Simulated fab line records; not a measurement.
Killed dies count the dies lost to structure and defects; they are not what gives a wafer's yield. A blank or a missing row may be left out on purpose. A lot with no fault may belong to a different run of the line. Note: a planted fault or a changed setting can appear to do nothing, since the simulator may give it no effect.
Check of tool commonality :: flow ritCmos :: 13 lots and 39 wafers in the sample

THE REASON FOR OPENING IT
At RIT_GATE_THK_MEAS_09 the reading GATE_POLY_THK is flagged on 2 of 13 lots. Wafers without a fault read 250.9 nm, standard deviation 2.1.
Rule: a lot gets a flag if all its wafers with a number sit over 4 standard deviations from that mean, or if no wafer of it has a number. The rest of the lots are taken to be sound.

lot: L552
measured: day 2 12:44
on: filmMetro-01
GATE_POLY_THK (nm), wafer by wafer: 252.1 251.7 251.4
flag: 

lot: L553
measured: day 2 17:43
on: filmMetro-02
GATE_POLY_THK (nm), wafer by wafer: 252.1 249.6 250.1
flag: 

lot: L554
measured: day 2 21:49
on: filmMetro-01
GATE_POLY_THK (nm), wafer by wafer: 250.1 248.3 249.5
flag: 

lot: L555
measured: day 3 02:17
on: filmMetro-03
GATE_POLY_THK (nm), wafer by wafer: 248.9 247.6 247.4
flag: 

lot: L556
measured: day 3 08:28
on: filmMetro-01
GATE_POLY_THK (nm), wafer by wafer: 252.2 251.0 253.2
flag: 

lot: L557
measured: day 3 13:20
on: filmMetro-02
GATE_POLY_THK (nm), wafer by wafer: 252.9 253.4 251.1
flag: 

lot: L558
measured: day 3 17:56
on: filmMetro-03
GATE_POLY_THK (nm), wafer by wafer: 253.1 252.4 253.5
flag: 

lot: L560
measured: day 4 04:34
on: filmMetro-03
GATE_POLY_THK (nm), wafer by wafer: 252.7 254.1 254.0
flag: 

lot: L561
measured: day 4 09:40
on: filmMetro-03
GATE_POLY_THK (nm), wafer by wafer: 80.0 79.4 81.6
flag: FLAGGED

lot: L562
measured: day 4 12:59
on: filmMetro-02
GATE_POLY_THK (nm), wafer by wafer: 79.3 81.2 82.0
flag: FLAGGED

lot: L570
measured: day 6 05:04
on: filmMetro-02
GATE_POLY_THK (nm), wafer by wafer: 254.3 253.1 253.2
flag: 

lot: L574
measured: day 7 01:23
on: filmMetro-02
GATE_POLY_THK (nm), wafer by wafer: 254.4 253.7 250.2
flag: 

lot: L575
measured: day 7 06:09
on: filmMetro-02
GATE_POLY_THK (nm), wafer by wafer: 248.9 251.5 251.7
flag: 
The numbers of the flagged lots are 80.6 nm on average: -170.3 nm against the usual, or -81 standard deviations.

LOT BY LOT: THE TOOL USED
2 process steps preceding the reading are held in the record, out of 202 steps in the route. Cell contents, in order: the tool; ch with the chambers the sampled wafers went through; the start.
lot: L552
flag: 
RIT_PRETRO_STRIP_09: plasmaAsher-02 ch 0,1, day 2 09:00
RIT_GATE_CVD_08: lpcvd-01 ch 1, day 2 11:08

lot: L553
flag: 
RIT_PRETRO_STRIP_09: plasmaAsher-01 ch 0,1, day 2 13:32
RIT_GATE_CVD_08: lpcvd-01 ch 1, day 2 16:05

lot: L554
flag: 
RIT_PRETRO_STRIP_09: plasmaAsher-01 ch 0,1, day 2 18:01
RIT_GATE_CVD_08: lpcvd-02 ch 1, day 2 20:12

lot: L555
flag: 
RIT_PRETRO_STRIP_09: plasmaAsher-01 ch 0,1, day 2 22:31
RIT_GATE_CVD_08: lpcvd-01 ch 1, day 3 00:40

lot: L556
flag: 
RIT_PRETRO_STRIP_09: plasmaAsher-02 ch 0,1, day 3 04:23
RIT_GATE_CVD_08: lpcvd-01 ch 0, day 3 06:51

lot: L557
flag: 
RIT_PRETRO_STRIP_09: plasmaAsher-02 ch 0,1, day 3 09:35
RIT_GATE_CVD_08: lpcvd-02 ch 1, day 3 11:43

lot: L558
flag: 
RIT_PRETRO_STRIP_09: plasmaAsher-04 ch 0,1, day 3 13:22
RIT_GATE_CVD_08: lpcvd-02 ch 0, day 3 16:19

lot: L560
flag: 
RIT_PRETRO_STRIP_09: plasmaAsher-02 ch 0,1, day 3 23:01
RIT_GATE_CVD_08: lpcvd-01 ch 1, day 4 02:56

lot: L561
flag: FLAGGED
RIT_PRETRO_STRIP_09: plasmaAsher-04 ch 0,1, day 4 05:56
RIT_GATE_CVD_08: lpcvd-02 ch 1, day 4 08:03

lot: L562
flag: FLAGGED
RIT_PRETRO_STRIP_09: plasmaAsher-01 ch 0,1, day 4 09:11
RIT_GATE_CVD_08: lpcvd-02 ch 1, day 4 11:22

lot: L570
flag: 
RIT_PRETRO_STRIP_09: plasmaAsher-01 ch 0,1, day 6 00:52
RIT_GATE_CVD_08: lpcvd-01 ch 1, day 6 03:26

lot: L574
flag: 
RIT_PRETRO_STRIP_09: plasmaAsher-04 ch 1, day 6 21:39
RIT_GATE_CVD_08: lpcvd-01 ch 0, day 6 23:46

lot: L575
flag: 
RIT_PRETRO_STRIP_09: plasmaAsher-04 ch 0,1, day 7 02:07
RIT_GATE_CVD_08: lpcvd-01 ch 1, day 7 04:32
These steps, and what they do:
- RIT_PRETRO_STRIP_09: strips in O2, time 180 s.
- RIT_GATE_CVD_08: deposits poly-Si from SiH4, target thk 250 nm, time 2220 s.
- RIT_GATE_THK_MEAS_09

FLAGGED AGAINST TOTAL, ONE TOOL AT A TIME (gauges that did the reading follow at the end)
step: RIT_PRETRO_STRIP_09
tool: plasmaAsher-01
lots run: 5
flagged: 1
share of the flagged lots: some
sound lots run after its first flagged lot: 1 (L570)

step: RIT_PRETRO_STRIP_09
tool: plasmaAsher-02
lots run: 4
flagged: 0
share of the flagged lots: none
sound lots run after its first flagged lot: -

step: RIT_PRETRO_STRIP_09
tool: plasmaAsher-04
lots run: 4
flagged: 1
share of the flagged lots: some
sound lots run after its first flagged lot: 2 (L574,L575)

step: RIT_GATE_CVD_08
tool: lpcvd-01
lots run: 8
flagged: 0
share of the flagged lots: none
sound lots run after its first flagged lot: -

step: RIT_GATE_CVD_08
tool: lpcvd-02
lots run: 5
flagged: 2
share of the flagged lots: all
sound lots run after its first flagged lot: 0

step: RIT_GATE_THK_MEAS_09
tool: filmMetro-01
lots run: 3
flagged: 0
share of the flagged lots: none
sound lots run after its first flagged lot: -

step: RIT_GATE_THK_MEAS_09
tool: filmMetro-02
lots run: 6
flagged: 1
share of the flagged lots: some
sound lots run after its first flagged lot: 3 (L570,L574,L575)

step: RIT_GATE_THK_MEAS_09
tool: filmMetro-03
lots run: 4
flagged: 1
share of the flagged lots: some
sound lots run after its first flagged lot: 0

WHAT THE TABLE ALLOWS
Rows of the table that ran each flagged lot: 1, that is lpcvd-02 at RIT_GATE_CVD_08.
- lpcvd-02 at RIT_GATE_CVD_08 ran 5 lots, 2 of them flagged. It ran its last sound lot, L558, at day 3 16:19 and its first flagged lot, L561, at day 4 08:03: a fault with its onset between the two fits. Its own readings (spikeTcCentreC, spikeTcLoadC, spikeTcSourceC, susceptorTempC) fall more than 4 standard deviations out on all wafers of the flagged lots.
lpcvd-02 at RIT_GATE_CVD_08 is the single tool remaining.

WHAT THE SIMULATOR PUT IN
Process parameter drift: lpcvd-02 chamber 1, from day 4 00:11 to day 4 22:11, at RIT_GATE_CVD_08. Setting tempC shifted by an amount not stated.
Struck lots among those shown: L561, L562. The rule given above showed the same thing.
